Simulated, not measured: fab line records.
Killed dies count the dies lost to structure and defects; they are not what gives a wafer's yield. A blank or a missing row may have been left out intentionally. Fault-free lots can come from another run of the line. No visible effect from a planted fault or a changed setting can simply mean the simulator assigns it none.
Which tool is to blame? + flow ritCmos + Sampling: 14 lots, 42 wafers, 2 of 202 route steps

== WHAT THE GAUGES READ, wafer by wafer ==
RIT_GATE_THK_MEAS_07.
| lot  | measured    | on           | GATE_OXIDE_THK (nm) |
|------|-------------|--------------|---------------------|
| L453 | day 2 09:24 | filmMetro-03 | 3.00 3.05 3.03      |
| L454 | day 2 14:25 | filmMetro-04 | 3.02 2.98 3.06      |
| L455 | day 2 19:55 | filmMetro-04 | 3.05 3.07 3.08      |
| L457 | day 3 09:04 | filmMetro-03 | 3.13 3.05 3.02      |
| L458 | day 3 10:55 | filmMetro-03 | 2.99 2.99 3.04      |
| L459 | day 3 14:57 | filmMetro-01 | 2.91 2.95 2.97      |
| L460 | day 3 21:41 | filmMetro-03 | 2.95 3.01 3.03      |
| L461 | day 4 02:45 | filmMetro-03 | 3.03 2.99 3.08      |
| L462 | day 4 08:16 | filmMetro-04 | 2.90 2.98 2.90      |
| L466 | day 5 02:52 | filmMetro-04 | 3.03 2.99 2.98      |
| L467 | day 5 07:57 | filmMetro-01 | 3.44 3.45 3.38      |
| L472 | day 6 09:08 | filmMetro-01 | 3.45 3.41 3.51      |
| L474 | day 6 19:30 | filmMetro-03 | 2.94 2.99 2.95      |
| L476 | day 7 09:40 | filmMetro-01 | 2.94 3.02 3.02      |

== WHAT TOOL EACH LOT RAN ON (gives the tool, then ch and the chambers of the sampled wafers, and finally the start) ==
| lot  | RIT_GATE_OXIDATION_05        |
|------|------------------------------|
| L453 | furnace-02 ch 0, day 2 08:03 |
| L454 | furnace-01 ch 0, day 2 13:06 |
| L455 | furnace-01 ch 0, day 2 18:35 |
| L457 | furnace-04 ch 0, day 3 05:12 |
| L458 | furnace-02 ch 0, day 3 09:34 |
| L459 | furnace-01 ch 0, day 3 13:37 |
| L460 | furnace-04 ch 0, day 3 20:22 |
| L461 | furnace-01 ch 0, day 4 01:26 |
| L462 | furnace-02 ch 0, day 4 06:56 |
| L466 | furnace-04 ch 0, day 5 01:32 |
| L467 | furnace-02 ch 0, day 5 06:38 |
| L472 | furnace-02 ch 0, day 6 07:49 |
| L474 | furnace-04 ch 0, day 6 18:10 |
| L476 | furnace-01 ch 0, day 7 08:20 |
- RIT_GATE_OXIDATION_05: target thk 3 nm, ox time 270 s.

== WHAT THE TOOLS THEMSELVES READ (means of the sampled wafers that have a number; where no wafer has one, the mark that the record gives instead) ==
RIT_GATE_OXIDATION_05.
| lot  | tool       | oxTempC (C) | zonePowerCentrePct (%) | zonePowerLoadPct (%) |
|------|------------|-------------|------------------------|----------------------|
| L453 | furnace-02 | 899.3       | 38                     | 24.9                 |
| L454 | furnace-01 | 900.1       | 45                     | 25.0                 |
| L455 | furnace-01 | 899.5       | 45                     | 25.0                 |
| L457 | furnace-04 | 900.1       | 47                     | 28.2                 |
| L458 | furnace-02 | 900.2       | 39                     | 24.8                 |
| L459 | furnace-01 | 900.1       | 45                     | 25.1                 |
| L460 | furnace-04 | 900.1       | 48                     | 28.3                 |
| L461 | furnace-01 | 899.8       | 44                     | 25.0                 |
| L462 | furnace-02 | 899.6       | 38                     | 24.6                 |
| L466 | furnace-04 | 899.9       | 48                     | 28.0                 |
| L467 | furnace-02 | 899.9       | 39                     | 24.6                 |
| L472 | furnace-02 | 900.4       | 39                     | 24.9                 |
| L474 | furnace-04 | 899.6       | 48                     | 28.2                 |
| L476 | furnace-01 | 899.9       | 44                     | 25.1                 |

== THE ANSWER, worked out from the rows above alone ==
Rule: usual is defined by the lots themselves. Put in order of their means at a reading, lots are off if they are a third of the lots or fewer, leave a main group of 4 or more, and stand apart from it by a gap of 3 or more times the standard deviation of the main group's means; of several such gaps the widest counts. The tables above print the reading to a certain number of digits; a main group whose means all agree to those digits is not used. Also off: a lot with no number at a reading for which 4 or more lots have one. Any other lot the step has rows for is counted as sound. First the gauges in route order, then the tools' own readings, where a lot's mean is used as printed above. The first step at which some lot is off is used, and at that step the reading that is off furthest; a lot without a number counts as furthest.
Off: L467, L472, seen at RIT_GATE_THK_MEAS_07 (GATE_OXIDE_THK). The main group: mean 3.00 nm, standard deviation 0.042.
A tool fits if, at a process step before that reading, it ran every lot that is off, and no sound lot after the first of them. The gauges at RIT_GATE_THK_MEAS_07 are tried like those tools. One fits: RIT_GATE_OXIDATION_05 on furnace-02. Its last sound lot is L462 (day 4 06:56), its first lot that is off L467 (day 5 06:38): a fault that began between those two fits.

== WHAT WAS PUT IN BY THE SIMULATOR ==
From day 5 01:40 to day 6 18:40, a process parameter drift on furnace-02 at RIT_GATE_OXIDATION_05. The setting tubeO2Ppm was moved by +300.
Shown lots that were struck: L467, L472. The rule above found the same.
